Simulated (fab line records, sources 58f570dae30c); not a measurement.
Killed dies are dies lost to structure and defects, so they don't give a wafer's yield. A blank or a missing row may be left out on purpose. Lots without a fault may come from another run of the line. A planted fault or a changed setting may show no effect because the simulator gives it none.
fab line records | flow berkeley_cmos170
record lots=6 wafers=18 last_day=13
route steps=331 shown NVT@111 PVT@115
lots that met no fault: from a run of the same line without faults
start_h: hours from the record's first day to the start of the lot's first wafer shown | wait_h: hours since the lot's step before | " the same as in the row above | L1.1+2: a row that stands for several wafers | - no value, or no start given | * or withheld: withheld | < > ~ a bound
route shown NAME@n: a module of which the file shows steps, and the number in the route of the first | usual: mean/standard deviation of fault-free wafers | same: alike in all rows | chamber/n: place in a boat | sites: the reading at each site | _std_site: their standard deviation | _edge_site: outer sites' mean less inner sites' | radius_mm: how far each site lies from the wafer's centre | mask NAME#n: copy n | behind: the tool/chamber that last shaped the wafer | hold: why the lot was held/for how many hours/how that ended | device: the transistor (n, p or np) that didn't switch | end of line: the same wafers' tests at the end of the route | a step without rows: its recipe alone | killed: dies lost to structure and defects at the first sort, not the wafer's yield | map: a wafer's dies, x killed, . not, _ none there
set.NAME: the setting as run; set.NAME@STEP: as run at that earlier step | model.NAME: the simulator's own value behind a step, which no gauge read
lots at some steps of the route; a table a step, a row a wafer
services: from which hour (start_h, from the record's first day; less than 0 if before it) a tool's chamber was out of use, for how many hours, and why
## steps
# step UCB170_NVT_IMPLANT_07
# recipe species=BF2 dose_cm2=3e+12 energy_kev=50 tilt_deg=7
# step UCB170_NVT_STRIP_08
# recipe chemistry=O2 power_w=400 pressure_mtorr=3500 platen_temp_c=withheld o2_flow_sccm=400 overash_fraction=0.5
# usual drypump_motor_current_A=5.7/0.31 oes_product_au=0.734/0.0044 overash_fraction=0.5/0 strip_time_to_endpoint_s=21.65/0.069
# columns lot.wafer tool chamber start_h wait_h drypump_motor_current_A oes_product_au overash_fraction rf_hours_counter_h strip_time_to_endpoint_s
L553.1 plasma_asher-02 1 181.20 0.1 5.7 0.736 0.5 6 21.61
L553.2 " 0 " " 6.0 0.729 0.5 6 21.62
L553.5 " 0 " " 6.0 0.733 0.5 - 21.54
L557.2 plasma_asher-04 0 189.94 0.1 5.1 0.740 0.5 42 21.70
L557.5 " 0 " " 5.1 0.725 0.5 - 21.70
L557.6 " 1 " " 5.4 0.729 0.5 - 21.71
L554.1 plasma_asher-04 1 190.09 0.1 5.4 0.732 0.5 42 21.60
L554.3 " 0 " " 5.2 0.728 0.5 - 21.55
L554.4 " 1 " " 5.4 0.735 0.5 - 21.57
L555.1 plasma_asher-03 1 190.24 0.1 5.4 0.732 0.5 46 21.58
L555.3 " 0 " " 5.9 0.737 0.5 - 21.56
L555.5 " 1 " " 5.4 0.734 0.5 - 21.58
L559.1 plasma_asher-03 0 218.72 0.1 5.9 0.731 0.5 50 21.63
L559.4 " 1 " " 5.4 0.734 0.5 - 21.69
L559.5 " 0 " " 5.9 0.734 0.5 - 21.70
L567.1 plasma_asher-02 1 233.95 0.1 5.7 0.735 0.5 13 21.66
L567.5 " 0 " " 6.1 0.735 0.5 - 21.68
L567.6 " 1 " " 5.7 0.733 0.5 - 21.63
# step UCB170_NVT_TW_MEAS_09
# usual NVT_TW=524/3.8
# columns lot.wafer tool chamber start_h wait_h NVT_TW
L553.1 film_metro-04 - 181.32 0.1 528
L553.2 " - " " 525
L553.5 " - " " 529
L557.2 film_metro-04 - 190.05 0.1 526
L557.5 " - " " 526
L557.6 " - " " 527
L554.1 film_metro-04 - 190.19 0.1 528
L554.3 " - " " 528
L554.4 " - " " 529
L555.1 film_metro-02 - 190.39 0.1 517
L555.3 " - " " 521
L555.5 " - " " 521
L559.1 film_metro-04 - 218.82 0.1 524
L559.4 " - " " 526
L559.5 " - " " 527
L567.1 film_metro-04 - 234.05 0.1 524
L567.5 " - " " 526
L567.6 " - " " 526
# step UCB170_NVT_CLEAN_10
# recipe chemistry=SPM temp_c=120 time_s=600
# step UCB170_PVT_HMDS_00
# recipe prime_time_s=60 prime_temp_c=100
# step UCB170_PVT_COAT_01
# recipe resist=KrF spin_rpm=1500 resist_thk_nm=900
# step UCB170_PVT_SOFTBAKE_02
# recipe resist=KrF temp_c=130 time_s=60
# step UCB170_PVT_EXPOSE_03
# recipe mask_id=NWELL target_cd_nm=3000 na=0.5 sigma_outer=0.6 source_shape=conventional dose_mj=30
# step UCB170_PVT_PEB_04
# recipe peb_temp_c=130 peb_time_s=withheld resist=KrF
# step UCB170_PVT_DEVELOP_05
# recipe developer=TMAH develop_time_s=45 resist=KrF dev_temp_c=21
# step UCB170_PVT_OVL_MEAS_06
# usual PVT_OVL=-2/6.5
# columns lot.wafer tool chamber start_h wait_h PVT_OVL[nm]
L553.1 overlay-01 - 182.88 - -13
L553.2 " - " " -14
L553.5 " - " " -16
L557.2 overlay-02 - 191.91 - -3
L557.5 " - " " -6
L557.6 " - " " 2
L554.1 overlay-01 - 192.18 - -4
L554.3 " - " " -1
L554.4 " - " " 2
L555.1 overlay-01 - 192.45 - -5
L555.3 " - " " -3
L555.5 " - " " 0
L559.1 overlay-01 - 221.49 - -8
L559.4 " - " " -9
L559.5 " - " " -6
L567.1 overlay-02 - 235.88 - -1
L567.5 " - " " -6
L567.6 " - " " 1
# step UCB170_PVT_IMPLANT_07
# recipe species=P dose_cm2=2e+12 energy_kev=30 tilt_deg=7
# step UCB170_PVT_STRIP_08
# recipe chemistry=O2 power_w=400 pressure_mtorr=3500 platen_temp_c=withheld o2_flow_sccm=400 overash_fraction=0.5
# usual drypump_motor_current_A=5.6/0.35 oes_product_au=0.735/0.0044 overash_fraction=0.5/0 strip_time_to_endpoint_s=21.63/0.086
# columns lot.wafer tool chamber start_h wait_h drypump_motor_current_A oes_product_au overash_fraction rf_hours_counter_h strip_time_to_endpoint_s
L553.1 plasma_asher-03 0 183.07 0.1 5.9 0.732 0.5 45 21.65
L553.2 " 1 " " 5.4 0.733 0.5 45 21.71
L553.5 " 1 " " 5.4 0.731 0.5 - 21.67
L557.2 plasma_asher-01 0 192.09 0.1 5.8 0.738 0.5 44 21.61
L557.5 " 0 " " 5.8 0.737 0.5 - 21.54
L557.6 " 1 " " 6.1 0.734 0.5 - 21.60
L554.1 plasma_asher-04 0 192.36 0.1 5.1 0.734 0.5 42 21.52
L554.3 " 1 " " 5.4 0.742 0.5 - 21.53
L554.4 " 0 " " 5.1 0.732 0.5 - 21.54
L555.1 plasma_asher-03 1 192.64 0.1 5.4 0.678 0.7 47 21.74
L555.3 " 1 " " 5.4 0.682 0.7 - 21.72
L555.5 " 1 " " 5.4 0.681 0.7 - 21.72
L559.1 plasma_asher-03 0 221.68 0.1 5.9 0.681 0.7 50 21.72
L559.4 " 1 " " 5.4 0.661 0.7 - 21.65
L559.5 " 0 " " 5.9 0.673 0.7 - 21.66
L567.1 plasma_asher-01 1 236.07 0.1 6.1 0.732 0.5 49 21.54
L567.5 " 1 " " 6.1 0.740 0.5 - 21.61
L567.6 " 0 " " 5.8 0.730 0.5 - 21.61
# step UCB170_PVT_TW_MEAS_09
# usual PVT_TW=507/3.9
# columns lot.wafer tool chamber start_h wait_h PVT_TW
L553.1 film_metro-02 - 183.17 0.1 503
L553.2 " - " " 505
L553.5 " - " " 506
L557.2 film_metro-01 - 192.20 0.1 500
L557.5 " - " " 501
L557.6 " - " " 502
L554.1 film_metro-02 - 192.46 0.1 504
L554.3 " - " " 505
L554.4 " - " " 504
L555.1 film_metro-01 - 192.74 0.1 500
L555.3 " - " " 503
L555.5 " - " " 498
L559.1 film_metro-02 - 221.78 0.1 506
L559.4 " - " " 505
L559.5 " - " " 506
L567.1 film_metro-01 - 236.17 0.1 505
L567.5 " - " " 508
L567.6 " - " " 507
## services
# columns tool chamber start_h hours kind
plasma_asher-04 - 195.78 6.0 repair
plasma_asher-04 - 231.39 4.7 repair
## key
first_sign step=UCB170_PVT_STRIP_08 reading=overash_fraction direction=up sigmas=99+ usual=0.5 struck=0.7
effect step=UCB170_PVT_STRIP_08 reading=oes_product_au direction=down sigmas=13 usual=0.735 struck=0.676
met_at UCB170_PVT_STRIP_08
struck_wafers L555.1,L555.3,L555.5,L559.1,L559.4,L559.5
sort_left_out L555.1,L555.3,L555.5
tester_left_out L555,L559
onset_between 183.07 192.64
fault kind=process_parameter_drift tool=plasma_asher-03 chamber=- onset_h=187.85 steps=UCB170_PVT_STRIP_08 channel=overash_fraction offset=0.2 shape=step end_h=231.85 acts_in=these_recipes_only stated=0.5
# tester_left_out: of these lots the tester's yield and bins aren't shown, on N5 and GAA mostly nor the transistor test; their killed dies are dies lost to structure and defects alone, not to doping, threshold or leakage, so they don't give the yield
# sort_left_out: the simulated sort isn't trusted on such a fault, so these wafers' sort isn't shown, and their yield isn't known
